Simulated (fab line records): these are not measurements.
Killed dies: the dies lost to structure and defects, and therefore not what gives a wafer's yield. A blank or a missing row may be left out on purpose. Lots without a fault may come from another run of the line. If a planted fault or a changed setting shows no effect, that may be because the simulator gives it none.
Code-filled problem report in 8D (eight disciplines) form / flow ritCmos / the parts of the form that need people (team, actions taken, sign-off) are left out

== 1. WHAT WENT WRONG ==
rfFwdPowerW at RIT_M1_METAL_ETCH_12 reads a mean of 219.5 W on 3 wafers of 2 lots; wafers without a fault read 248.9 W with a standard deviation of 0.73. That puts it -40 standard deviations away from the usual mean.
The step: etches Al in Cl2/BCl3, stops on SiO2, time 165 s, target depth 600 nm.
First seen on wafer L589.2, day 6 13:17, on rieMetal-03. The record holds 18 wafers of 6 lots with a number at this step. By rule, "out" or "out of limits" means more than 4 standard deviations away from the usual mean. All remaining wafers that have a number are taken as sound.

== 2. WHAT IT IS AND WHAT IT IS NOT ==
question=which readings at this step | is=rfFwdPowerW | is not=drypumpMotorCurrentA, oesProductAu, throttleValvePct
question=which lots | is=L589, L591 | is not=L583, L587, L595, L596
question=which wafers of those lots | is=L589.2, L589.6, L591.5 | is not=L589.1, L591.1, L591.3
question=read on which tools | is=rieMetal-03 | is not=rieMetal-02, rieMetal-04
question=when | is=from day 6 13:17 | is not=up to then (7 sound wafers); but 8 sound wafers of L591, L595, L596 came after

== 3. SUSPECTS, AND WHAT RULES EACH OUT ==
Counting: a tool at a process step up to the reading stays a suspect if it ran every lot that is out. Sound lots after the first of them don't rule it out here, since some wafers of a struck lot are sound.
- pvdSputter-03 at RIT_M1_SPUTTER_00 (material Al, target thk 400 nm, time 500 s): kept. Ran every lot that is out, first one L589 (day 6 11:24); last sound lot up to then L587 (day 6 00:33).
- rieMetal-03 at RIT_M1_METAL_ETCH_12 (etches Al in Cl2/BCl3, stops on SiO2, time 165 s, target depth 600 nm): kept. Ran every lot that is out, first one L589 (day 6 13:17); last sound lot up to then L583 (day 5 05:53). Its own readings are out on those wafers: rfFwdPowerW.
- At RIT_M1_METAL_ETCH_12 on rieMetal-03, chamber 0 took the sound wafers of the same lots and chamber 1 took the wafers that are out.
Left after counting: pvdSputter-03 at RIT_M1_SPUTTER_00, rieMetal-03 at RIT_M1_METAL_ETCH_12.

== 4. THE CAUSE (what the simulator had put in) ==
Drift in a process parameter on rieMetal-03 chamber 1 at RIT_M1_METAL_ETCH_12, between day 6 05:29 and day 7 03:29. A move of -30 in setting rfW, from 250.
Counting left 2 suspects, and this tool is among them.

== 5. SEQUENCE OF EFFECTS, ordered by route ==
Each row: a reading where the mean over the struck wafers with a number is more than 3 standard deviations away from the usual. Scope: only readings with a usual standard deviation given in the record; hours: median across lots of the time from each lot's start at the first step in this table that gives one to its start at this step; sigmas: change in usual standard deviations.
hours=0; step=RIT_M1_METAL_ETCH_12; reading=rfFwdPowerW; usual=248.9 W; on struck wafers=219.5; change=-29.4; sigmas=-40
Its process steps:
- RIT_M1_METAL_ETCH_12: etches Al in Cl2/BCl3, stops on SiO2, time 165 s, target depth 600 nm.

== 6. WHAT WOULD HAVE CAUGHT IT SOONER ==
First out-of-limits reading in this record: day 6 13:17, which is 8 hours after fault onset at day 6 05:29.
